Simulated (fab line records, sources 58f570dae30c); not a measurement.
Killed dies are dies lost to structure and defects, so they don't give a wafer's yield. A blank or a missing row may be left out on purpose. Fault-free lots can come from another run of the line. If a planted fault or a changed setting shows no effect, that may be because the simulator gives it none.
fab line records :: flow berkeleyCmos170 :: part 2 of 2: steps 29 to 38 of 38
record
  lots=5
  wafers=15
  lastDay=12
route steps=331 shown PLDD@147 NLDD@158 SPACER@171 PSD@175
lots that met no fault: from a run of the same line without faults
startH: hours from the record's opening day to when the first of the lot's shown wafers began :: waitH: hours elapsed since this lot's preceding step :: " as in the row above :: L1.1+2: several wafers, shown together as one row :: - no value, or no start given :: * or withheld: withheld :: < > ~ a bound
route shown NAME@n: NAME is a module with steps in the file, n the number in the route of the first one :: usual: the fault-free wafers' mean and standard deviation :: same: alike in all rows :: chamber/n: place in a boat :: sites: each site's reading :: _std_site: how widely they spread, as a standard deviation :: _edge_site: the outer-site mean with the inner-site mean subtracted :: radiusMm: how far each site lies from the wafer's centre :: mask NAME#n: copy n :: behind: the last tool/chamber to shape the wafer :: hold: reason for holding the lot/hours on hold/outcome of the hold :: device: whichever transistor did not switch (one of n, p or np) :: end of line: tests of these same wafers at the route's end :: a step without rows: its recipe alone :: killed: dies lost to structure and defects at the first sort, not the wafer's yield :: map: per-die view of a wafer (x killed, . not killed, _ where there is no die)
set.NAME: the run value of the setting; set.NAME@STEP: its run value at that earlier step :: model.NAME: the simulator's own value behind a step, which no gauge read
lots at some steps of the route; a table a step, a row a wafer
services: a tool's chamber out of use, with start hour (startH, from the record's first day; less than 0 if before it), hours out, and reason
## steps
# step UCB170_PSD_HMDS_00
# recipe
  primeTimeS=60
  primeTempC=100
# usual
  chillPlateTempC=22.98/0.1
lot.wafer: L075.1
tool: lithoTrack-03
chamber: 0
startH: 167.15
waitH: 0.0
chillPlateTempC: 22.93

lot.wafer: L075.3
tool: lithoTrack-03
chamber: 0
startH: 167.15
waitH: 0.0
chillPlateTempC: 23.04

lot.wafer: L075.6
tool: lithoTrack-03
chamber: 0
startH: 167.15
waitH: 0.0
chillPlateTempC: 22.88

lot.wafer: L076.1
tool: lithoTrack-01
chamber: 0
startH: 167.60
waitH: 0.4
chillPlateTempC: 23.05

lot.wafer: L076.2
tool: lithoTrack-01
chamber: 0
startH: 167.60
waitH: 0.4
chillPlateTempC: 22.97

lot.wafer: L076.4
tool: lithoTrack-01
chamber: 0
startH: 167.60
waitH: 0.4
chillPlateTempC: 23.03

lot.wafer: L083.1
tool: lithoTrack-03
chamber: 0
startH: 208.71
waitH: 0.3
chillPlateTempC: 23.07

lot.wafer: L083.4
tool: lithoTrack-03
chamber: 0
startH: 208.71
waitH: 0.3
chillPlateTempC: 22.94

lot.wafer: L083.6
tool: lithoTrack-03
chamber: 0
startH: 208.71
waitH: 0.3
chillPlateTempC: 22.84

lot.wafer: L090.2
tool: lithoTrack-02
chamber: 0
startH: 232.21
waitH: 0.3
chillPlateTempC: 23.08

lot.wafer: L090.3
tool: lithoTrack-02
chamber: 0
startH: 232.21
waitH: 0.3
chillPlateTempC: 23.17

lot.wafer: L090.6
tool: lithoTrack-02
chamber: 0
startH: 232.21
waitH: 0.3
chillPlateTempC: 22.96

lot.wafer: L097.4
tool: lithoTrack-02
chamber: 0
startH: 267.21
waitH: 0.2
chillPlateTempC: 23.03

lot.wafer: L097.5
tool: lithoTrack-02
chamber: 0
startH: 267.21
waitH: 0.2
chillPlateTempC: 22.95

lot.wafer: L097.6
tool: lithoTrack-02
chamber: 0
startH: 267.21
waitH: 0.2
chillPlateTempC: 22.97
# step UCB170_PSD_COAT_01
# recipe
  resist=KrF
  spinRpm=1500
  resistThkNm=900
# usual
  chillPlateTempC=23.00/0.11
  dispensePressureKPa=52.3/0.33
lot.wafer: L075.1
tool: lithoTrack-03
chamber: 0
startH: 167.30
waitH: 0.1
chillPlateTempC: 23.06
dispensePressureKPa: 52.4

lot.wafer: L075.3
tool: lithoTrack-03
chamber: 0
startH: 167.30
waitH: 0.1
chillPlateTempC: 23.08
dispensePressureKPa: 52.4

lot.wafer: L075.6
tool: lithoTrack-03
chamber: 0
startH: 167.30
waitH: 0.1
chillPlateTempC: 23.02
dispensePressureKPa: 52.4

lot.wafer: L076.1
tool: lithoTrack-01
chamber: 0
startH: 167.75
waitH: 0.1
chillPlateTempC: 23.00
dispensePressureKPa: 52.6

lot.wafer: L076.2
tool: lithoTrack-01
chamber: 0
startH: 167.75
waitH: 0.1
chillPlateTempC: 22.99
dispensePressureKPa: 52.5

lot.wafer: L076.4
tool: lithoTrack-01
chamber: 0
startH: 167.75
waitH: 0.1
chillPlateTempC: 23.03
dispensePressureKPa: 52.5

lot.wafer: L083.1
tool: lithoTrack-03
chamber: 0
startH: 208.86
waitH: 0.1
chillPlateTempC: 23.15
dispensePressureKPa: 52.4

lot.wafer: L083.4
tool: lithoTrack-03
chamber: 0
startH: 208.86
waitH: 0.1
chillPlateTempC: 23.02
dispensePressureKPa: 52.4

lot.wafer: L083.6
tool: lithoTrack-03
chamber: 0
startH: 208.86
waitH: 0.1
chillPlateTempC: 23.08
dispensePressureKPa: 52.4

lot.wafer: L090.2
tool: lithoTrack-02
chamber: 0
startH: 232.36
waitH: 0.1
chillPlateTempC: 22.86
dispensePressureKPa: 51.8

lot.wafer: L090.3
tool: lithoTrack-02
chamber: 0
startH: 232.36
waitH: 0.1
chillPlateTempC: 22.99
dispensePressureKPa: 51.8

lot.wafer: L090.6
tool: lithoTrack-02
chamber: 0
startH: 232.36
waitH: 0.1
chillPlateTempC: 23.02
dispensePressureKPa: 51.8

lot.wafer: L097.4
tool: lithoTrack-02
chamber: 0
startH: 267.36
waitH: 0.1
chillPlateTempC: 22.90
dispensePressureKPa: 51.7

lot.wafer: L097.5
tool: lithoTrack-02
chamber: 0
startH: 267.36
waitH: 0.1
chillPlateTempC: 22.88
dispensePressureKPa: 51.7

lot.wafer: L097.6
tool: lithoTrack-02
chamber: 0
startH: 267.36
waitH: 0.1
chillPlateTempC: 23.04
dispensePressureKPa: 51.8
# step UCB170_PSD_SOFTBAKE_02
# recipe
  resist=KrF
  tempC=130
  timeS=60
# usual
  chillPlateTempC=23.00/0.11
lot.wafer: L075.1
tool: lithoTrack-03
chamber: 0
startH: 167.45
waitH: 0.1
chillPlateTempC: 22.85

lot.wafer: L075.3
tool: lithoTrack-03
chamber: 0
startH: 167.45
waitH: 0.1
chillPlateTempC: 22.94

lot.wafer: L075.6
tool: lithoTrack-03
chamber: 0
startH: 167.45
waitH: 0.1
chillPlateTempC: 23.07

lot.wafer: L076.1
tool: lithoTrack-01
chamber: 0
startH: 167.90
waitH: 0.1
chillPlateTempC: 23.09

lot.wafer: L076.2
tool: lithoTrack-01
chamber: 0
startH: 167.90
waitH: 0.1
chillPlateTempC: 22.85

lot.wafer: L076.4
tool: lithoTrack-01
chamber: 0
startH: 167.90
waitH: 0.1
chillPlateTempC: 22.84

lot.wafer: L083.1
tool: lithoTrack-03
chamber: 0
startH: 209.01
waitH: 0.1
chillPlateTempC: 22.87

lot.wafer: L083.4
tool: lithoTrack-03
chamber: 0
startH: 209.01
waitH: 0.1
chillPlateTempC: 23.16

lot.wafer: L083.6
tool: lithoTrack-03
chamber: 0
startH: 209.01
waitH: 0.1
chillPlateTempC: 22.92

lot.wafer: L090.2
tool: lithoTrack-02
chamber: 0
startH: 232.51
waitH: 0.1
chillPlateTempC: 23.01

lot.wafer: L090.3
tool: lithoTrack-02
chamber: 0
startH: 232.51
waitH: 0.1
chillPlateTempC: 22.99

lot.wafer: L090.6
tool: lithoTrack-02
chamber: 0
startH: 232.51
waitH: 0.1
chillPlateTempC: 23.01

lot.wafer: L097.4
tool: lithoTrack-02
chamber: 0
startH: 267.51
waitH: 0.1
chillPlateTempC: 23.05

lot.wafer: L097.5
tool: lithoTrack-02
chamber: 0
startH: 267.51
waitH: 0.1
chillPlateTempC: 22.96

lot.wafer: L097.6
tool: lithoTrack-02
chamber: 0
startH: 267.51
waitH: 0.1
chillPlateTempC: 23.05
# step UCB170_PSD_EXPOSE_03
# recipe
  maskId=PSELECT_MOD
  na=0.5
  sigmaOuter=0.6
  sourceShape=conventional
  targetCdNm=1200
  doseMj=30
lot.wafer: L075.1+3+6
tool: krfScanner-02
chamber: 0
startH: 167.72
waitH: 0.2
mask: PSELECT_MOD#0

lot.wafer: L076.1+2+4
tool: krfScanner-01
chamber: 0
startH: 168.20
waitH: 0.3
mask: PSELECT_MOD#0

lot.wafer: L083.1+4+6
tool: krfScanner-01
chamber: 0
startH: 209.31
waitH: 0.3
mask: PSELECT_MOD#0

lot.wafer: L090.2+3+6
tool: krfScanner-01
chamber: 0
startH: 232.65
waitH: 0.1
mask: PSELECT_MOD#0

lot.wafer: L097.4+5+6
tool: krfScanner-02
chamber: 0
startH: 267.64
waitH: 0.1
mask: PSELECT_MOD#0
# step UCB170_PSD_PEB_04
# recipe
  pebTempC=130
  pebTimeS=withheld
  resist=KrF
# usual
  chillPlateTempC=23.04/0.11
lot.wafer: L075.1
tool: lithoTrack-02
chamber: 0
startH: 167.84
waitH: 0.1
chillPlateTempC: 22.91

lot.wafer: L075.3
tool: lithoTrack-02
chamber: 0
startH: 167.84
waitH: 0.1
chillPlateTempC: 22.93

lot.wafer: L075.6
tool: lithoTrack-02
chamber: 0
startH: 167.84
waitH: 0.1
chillPlateTempC: 22.87

lot.wafer: L076.1
tool: lithoTrack-01
chamber: 0
startH: 168.52
waitH: 0.3
chillPlateTempC: 23.07

lot.wafer: L076.2
tool: lithoTrack-01
chamber: 0
startH: 168.52
waitH: 0.3
chillPlateTempC: 22.87

lot.wafer: L076.4
tool: lithoTrack-01
chamber: 0
startH: 168.52
waitH: 0.3
chillPlateTempC: 23.13

lot.wafer: L083.1
tool: lithoTrack-03
chamber: 0
startH: 210.33
waitH: 1.0
chillPlateTempC: 23.01

lot.wafer: L083.4
tool: lithoTrack-03
chamber: 0
startH: 210.33
waitH: 1.0
chillPlateTempC: 23.06

lot.wafer: L083.6
tool: lithoTrack-03
chamber: 0
startH: 210.33
waitH: 1.0
chillPlateTempC: 23.01

lot.wafer: L090.2
tool: lithoTrack-03
chamber: 0
startH: 233.45
waitH: 0.8
chillPlateTempC: 23.08

lot.wafer: L090.3
tool: lithoTrack-03
chamber: 0
startH: 233.45
waitH: 0.8
chillPlateTempC: 23.02

lot.wafer: L090.6
tool: lithoTrack-03
chamber: 0
startH: 233.45
waitH: 0.8
chillPlateTempC: 22.98

lot.wafer: L097.4
tool: lithoTrack-02
chamber: 0
startH: 268.56
waitH: 0.9
chillPlateTempC: 23.08

lot.wafer: L097.5
tool: lithoTrack-02
chamber: 0
startH: 268.56
waitH: 0.9
chillPlateTempC: 22.96

lot.wafer: L097.6
tool: lithoTrack-02
chamber: 0
startH: 268.56
waitH: 0.9
chillPlateTempC: 22.98
# step UCB170_PSD_DEVELOP_05
# recipe
  developer=TMAH
  developTimeS=45
  resist=KrF
  devTempC=21
# usual
  chillPlateTempC=22.98/0.097
  developerTempC=21.00/0.11
lot.wafer: L075.1
tool: lithoTrack-02
chamber: 0
startH: -
waitH: -
chillPlateTempC: 22.98
developerTempC: 20.95

lot.wafer: L075.3
tool: lithoTrack-02
chamber: 0
startH: -
waitH: -
chillPlateTempC: 22.97
developerTempC: 21.07

lot.wafer: L075.6
tool: lithoTrack-02
chamber: 0
startH: -
waitH: -
chillPlateTempC: 22.93
developerTempC: 21.03

lot.wafer: L076.1
tool: lithoTrack-01
chamber: 0
startH: -
waitH: -
chillPlateTempC: 22.97
developerTempC: 21.07

lot.wafer: L076.2
tool: lithoTrack-01
chamber: 0
startH: -
waitH: -
chillPlateTempC: 23.00
developerTempC: 21.07

lot.wafer: L076.4
tool: lithoTrack-01
chamber: 0
startH: -
waitH: -
chillPlateTempC: 22.87
developerTempC: 21.25

lot.wafer: L083.1
tool: lithoTrack-03
chamber: 0
startH: -
waitH: -
chillPlateTempC: 23.01
developerTempC: 21.12

lot.wafer: L083.4
tool: lithoTrack-03
chamber: 0
startH: -
waitH: -
chillPlateTempC: 22.89
developerTempC: 21.16

lot.wafer: L083.6
tool: lithoTrack-03
chamber: 0
startH: -
waitH: -
chillPlateTempC: 23.00
developerTempC: 21.05

lot.wafer: L090.2
tool: lithoTrack-03
chamber: 0
startH: -
waitH: -
chillPlateTempC: 23.04
developerTempC: 21.05

lot.wafer: L090.3
tool: lithoTrack-03
chamber: 0
startH: -
waitH: -
chillPlateTempC: 23.10
developerTempC: 21.05

lot.wafer: L090.6
tool: lithoTrack-03
chamber: 0
startH: -
waitH: -
chillPlateTempC: 22.97
developerTempC: 20.96

lot.wafer: L097.4
tool: lithoTrack-02
chamber: 0
startH: -
waitH: -
chillPlateTempC: 22.97
developerTempC: 20.91

lot.wafer: L097.5
tool: lithoTrack-02
chamber: 0
startH: -
waitH: -
chillPlateTempC: 22.84
developerTempC: 20.88

lot.wafer: L097.6
tool: lithoTrack-02
chamber: 0
startH: -
waitH: -
chillPlateTempC: 23.09
developerTempC: 20.77
# step UCB170_PSD_CD_MEAS_06
# recipe
  targetCdNm=1200
# usual
  cdNm=1200.2/1.4
lot.wafer: L075.1
tool: cdSem-01
chamber: -
startH: 168.12
waitH: -
cdNm: 1199.8

lot.wafer: L075.3
tool: cdSem-01
chamber: -
startH: 168.12
waitH: -
cdNm: 1200.1

lot.wafer: L075.6
tool: cdSem-01
chamber: -
startH: 168.12
waitH: -
cdNm: 1201.6

lot.wafer: L076.1
tool: cdSem-01
chamber: -
startH: 168.79
waitH: -
cdNm: 1201.0

lot.wafer: L076.2
tool: cdSem-01
chamber: -
startH: 168.79
waitH: -
cdNm: 1200.3

lot.wafer: L076.4
tool: cdSem-01
chamber: -
startH: 168.79
waitH: -
cdNm: 1201.6

lot.wafer: L083.1
tool: cdSem-01
chamber: -
startH: 210.61
waitH: -
cdNm: 1199.3

lot.wafer: L083.4
tool: cdSem-01
chamber: -
startH: 210.61
waitH: -
cdNm: 1199.0

lot.wafer: L083.6
tool: cdSem-01
chamber: -
startH: 210.61
waitH: -
cdNm: 1199.7

lot.wafer: L090.2
tool: cdSem-02
chamber: -
startH: 233.72
waitH: -
cdNm: 1201.0

lot.wafer: L090.3
tool: cdSem-02
chamber: -
startH: 233.72
waitH: -
cdNm: 1200.2

lot.wafer: L090.6
tool: cdSem-02
chamber: -
startH: 233.72
waitH: -
cdNm: 1200.6

lot.wafer: L097.4
tool: cdSem-01
chamber: -
startH: 268.82
waitH: -
cdNm: 1199.6

lot.wafer: L097.5
tool: cdSem-01
chamber: -
startH: 268.82
waitH: -
cdNm: 1198.0

lot.wafer: L097.6
tool: cdSem-01
chamber: -
startH: 268.82
waitH: -
cdNm: 1199.7
# step UCB170_PSD_OVL_MEAS_07
# usual
  PSD_OVL=1/6.4
lot.wafer: L075.1
tool: overlay-01
chamber: -
startH: 168.24
waitH: 0.1
PSD_OVL[nm]: -5

lot.wafer: L075.3
tool: overlay-01
chamber: -
startH: 168.24
waitH: 0.1
PSD_OVL[nm]: -9

lot.wafer: L075.6
tool: overlay-01
chamber: -
startH: 168.24
waitH: 0.1
PSD_OVL[nm]: -3

lot.wafer: L076.1
tool: overlay-02
chamber: -
startH: 168.91
waitH: 0.1
PSD_OVL[nm]: 11

lot.wafer: L076.2
tool: overlay-02
chamber: -
startH: 168.91
waitH: 0.1
PSD_OVL[nm]: 6

lot.wafer: L076.4
tool: overlay-02
chamber: -
startH: 168.91
waitH: 0.1
PSD_OVL[nm]: 5

lot.wafer: L083.1
tool: overlay-01
chamber: -
startH: 210.73
waitH: 0.1
PSD_OVL[nm]: 1

lot.wafer: L083.4
tool: overlay-01
chamber: -
startH: 210.73
waitH: 0.1
PSD_OVL[nm]: 12

lot.wafer: L083.6
tool: overlay-01
chamber: -
startH: 210.73
waitH: 0.1
PSD_OVL[nm]: 11

lot.wafer: L090.2
tool: overlay-02
chamber: -
startH: 233.83
waitH: 0.1
PSD_OVL[nm]: 5

lot.wafer: L090.3
tool: overlay-02
chamber: -
startH: 233.83
waitH: 0.1
PSD_OVL[nm]: 0

lot.wafer: L090.6
tool: overlay-02
chamber: -
startH: 233.83
waitH: 0.1
PSD_OVL[nm]: 4

lot.wafer: L097.4
tool: overlay-02
chamber: -
startH: 268.89
waitH: 0.1
PSD_OVL[nm]: 6

lot.wafer: L097.5
tool: overlay-02
chamber: -
startH: 268.89
waitH: 0.1
PSD_OVL[nm]: 7

lot.wafer: L097.6
tool: overlay-02
chamber: -
startH: 268.89
waitH: 0.1
PSD_OVL[nm]: 5
# step UCB170_PSD_IMPLANT_08
# recipe
  species=B
  doseCm2=3e+15
  energyKev=19.61
  tiltDeg=7
lot.wafer: L075.1+3+6
tool: implanter-01
chamber: 0
startH: 168.27
waitH: 0.0

lot.wafer: L076.1+2+4
tool: implanter-01
chamber: 0
startH: 168.95
waitH: 0.0

lot.wafer: L083.1+4+6
tool: implanter-03
chamber: 0
startH: 210.76
waitH: 0.0

lot.wafer: L090.2+3+6
tool: implanter-02
chamber: 0
startH: 233.88
waitH: 0.0

lot.wafer: L097.4+5+6
tool: implanter-02
chamber: 0
startH: 268.99
waitH: 0.1
# step UCB170_PSD_STRIP_09
# recipe
  chemistry=O2
  powerW=400
  pressureMtorr=3500
  platenTempC=withheld
  o2FlowSccm=400
  overashFraction=0.5
# usual
  drypumpMotorCurrentA=5.66/0.26
  o2FlowSccm=400.0/1.1
  oesProductAu=0.603/0.0049
  stripTimeToEndpointS=29.19/0.07
lot.wafer: L075.1
tool: plasmaAsher-04
chamber: 1
startH: 168.42
waitH: 0.1
drypumpMotorCurrentA: 5.41
o2FlowSccm: 399.2
oesProductAu: 0.596
rfHoursCounterH: 39
stripTimeToEndpointS: 29.13

lot.wafer: L075.3
tool: plasmaAsher-04
chamber: 0
startH: 168.42
waitH: 0.1
drypumpMotorCurrentA: 6.24
o2FlowSccm: 400.0
oesProductAu: 0.600
rfHoursCounterH: -
stripTimeToEndpointS: 29.09

lot.wafer: L075.6
tool: plasmaAsher-04
chamber: 1
startH: 168.42
waitH: 0.1
drypumpMotorCurrentA: 5.44
o2FlowSccm: 399.2
oesProductAu: 0.593
rfHoursCounterH: -
stripTimeToEndpointS: 29.16

lot.wafer: L076.1
tool: plasmaAsher-04
chamber: 0
startH: 169.10
waitH: 0.1
drypumpMotorCurrentA: 6.23
o2FlowSccm: 400.2
oesProductAu: 0.595
rfHoursCounterH: 39
stripTimeToEndpointS: 29.13

lot.wafer: L076.2
tool: plasmaAsher-04
chamber: 1
startH: 169.10
waitH: 0.1
drypumpMotorCurrentA: 5.43
o2FlowSccm: 399.7
oesProductAu: 0.603
rfHoursCounterH: 39
stripTimeToEndpointS: 29.15

lot.wafer: L076.4
tool: plasmaAsher-04
chamber: 1
startH: 169.10
waitH: 0.1
drypumpMotorCurrentA: 5.43
o2FlowSccm: 399.3
oesProductAu: 0.598
rfHoursCounterH: -
stripTimeToEndpointS: 29.11

lot.wafer: L083.1
tool: plasmaAsher-01
chamber: 0
startH: 210.91
waitH: 0.1
drypumpMotorCurrentA: 5.91
o2FlowSccm: 398.8
oesProductAu: 0.596
rfHoursCounterH: 53
stripTimeToEndpointS: 29.26

lot.wafer: L083.4
tool: plasmaAsher-01
chamber: 1
startH: 210.91
waitH: 0.1
drypumpMotorCurrentA: 5.50
o2FlowSccm: 397.9
oesProductAu: 0.600
rfHoursCounterH: -
stripTimeToEndpointS: 29.33

lot.wafer: L083.6
tool: plasmaAsher-01
chamber: 1
startH: 210.91
waitH: 0.1
drypumpMotorCurrentA: 5.50
o2FlowSccm: 399.0
oesProductAu: 0.601
rfHoursCounterH: -
stripTimeToEndpointS: 29.24

lot.wafer: L090.2
tool: plasmaAsher-03
chamber: 0
startH: 234.01
waitH: 0.1
drypumpMotorCurrentA: 5.46
o2FlowSccm: 399.6
oesProductAu: 0.608
rfHoursCounterH: 49
stripTimeToEndpointS: 29.20

lot.wafer: L090.3
tool: plasmaAsher-03
chamber: 0
startH: 234.01
waitH: 0.1
drypumpMotorCurrentA: 5.47
o2FlowSccm: 401.3
oesProductAu: 0.589
rfHoursCounterH: -
stripTimeToEndpointS: 29.12

lot.wafer: L090.6
tool: plasmaAsher-03
chamber: 1
startH: 234.01
waitH: 0.1
drypumpMotorCurrentA: 5.64
o2FlowSccm: 400.5
oesProductAu: 0.603
rfHoursCounterH: -
stripTimeToEndpointS: 29.09

lot.wafer: L097.4
tool: plasmaAsher-03
chamber: 1
startH: 269.10
waitH: 0.1
drypumpMotorCurrentA: 5.64
o2FlowSccm: 400.3
oesProductAu: 0.590
rfHoursCounterH: -
stripTimeToEndpointS: 29.16

lot.wafer: L097.5
tool: plasmaAsher-03
chamber: 0
startH: 269.10
waitH: 0.1
drypumpMotorCurrentA: 5.43
o2FlowSccm: 400.3
oesProductAu: 0.595
rfHoursCounterH: -
stripTimeToEndpointS: 29.21

lot.wafer: L097.6
tool: plasmaAsher-03
chamber: 1
startH: 269.10
waitH: 0.1
drypumpMotorCurrentA: 5.64
o2FlowSccm: 400.2
oesProductAu: 0.602
rfHoursCounterH: -
stripTimeToEndpointS: 29.18
## services
tool: implanter-01
chamber: -
startH: 133.83
hours: 4.7
kind: pm

tool: plasmaAsher-03
chamber: -
startH: 134.95
hours: 3.3
kind: repair

tool: pecvd-03
chamber: -
startH: 135.50
hours: 14.0
kind: pm

tool: krfScanner-02
chamber: -
startH: 141.39
hours: 1.0
kind: pm

tool: implanter-01
chamber: -
startH: 145.37
hours: 12.2
kind: repair

tool: implanter-04
chamber: -
startH: 158.46
hours: 2.2
kind: repair

tool: rieDiel-01
chamber: 0
startH: 159.82
hours: 39.7
kind: repair

tool: rieDiel-03
chamber: 1
startH: 165.34
hours: 1.7
kind: repair

tool: implanter-04
chamber: -
startH: 170.97
hours: 7.9
kind: repair

tool: implanter-03
chamber: -
startH: 180.46
hours: 1.6
kind: repair

tool: wetBench-02
chamber: -
startH: 181.50
hours: 0.8
kind: repair

tool: plasmaAsher-04
chamber: -
startH: 197.52
hours: 7.6
kind: repair

tool: krfScanner-02
chamber: -
startH: 208.43
hours: 0.8
kind: pm

tool: implanter-04
chamber: -
startH: 208.62
hours: 2.6
kind: pm

tool: implanter-03
chamber: -
startH: 211.98
hours: 3.7
kind: repair

tool: rieDiel-01
chamber: 0
startH: 213.13
hours: 3.9
kind: repair

tool: krfScanner-01
chamber: -
startH: 224.39
hours: 1.3
kind: pm

tool: krfScanner-01
chamber: -
startH: 225.69
hours: 4.0
kind: pm

tool: krfScanner-02
chamber: -
startH: 232.55
hours: 1.3
kind: pm

tool: implanter-04
chamber: -
startH: 239.45
hours: 2.3
kind: repair

tool: implanter-04
chamber: -
startH: 240.30
hours: 2.6
kind: repair

tool: pecvd-04
chamber: -
startH: 242.50
hours: 14.0
kind: pm

tool: implanter-03
chamber: -
startH: 253.31
hours: 5.3
kind: pm

tool: implanter-02
chamber: -
startH: 257.83
hours: 8.3
kind: repair
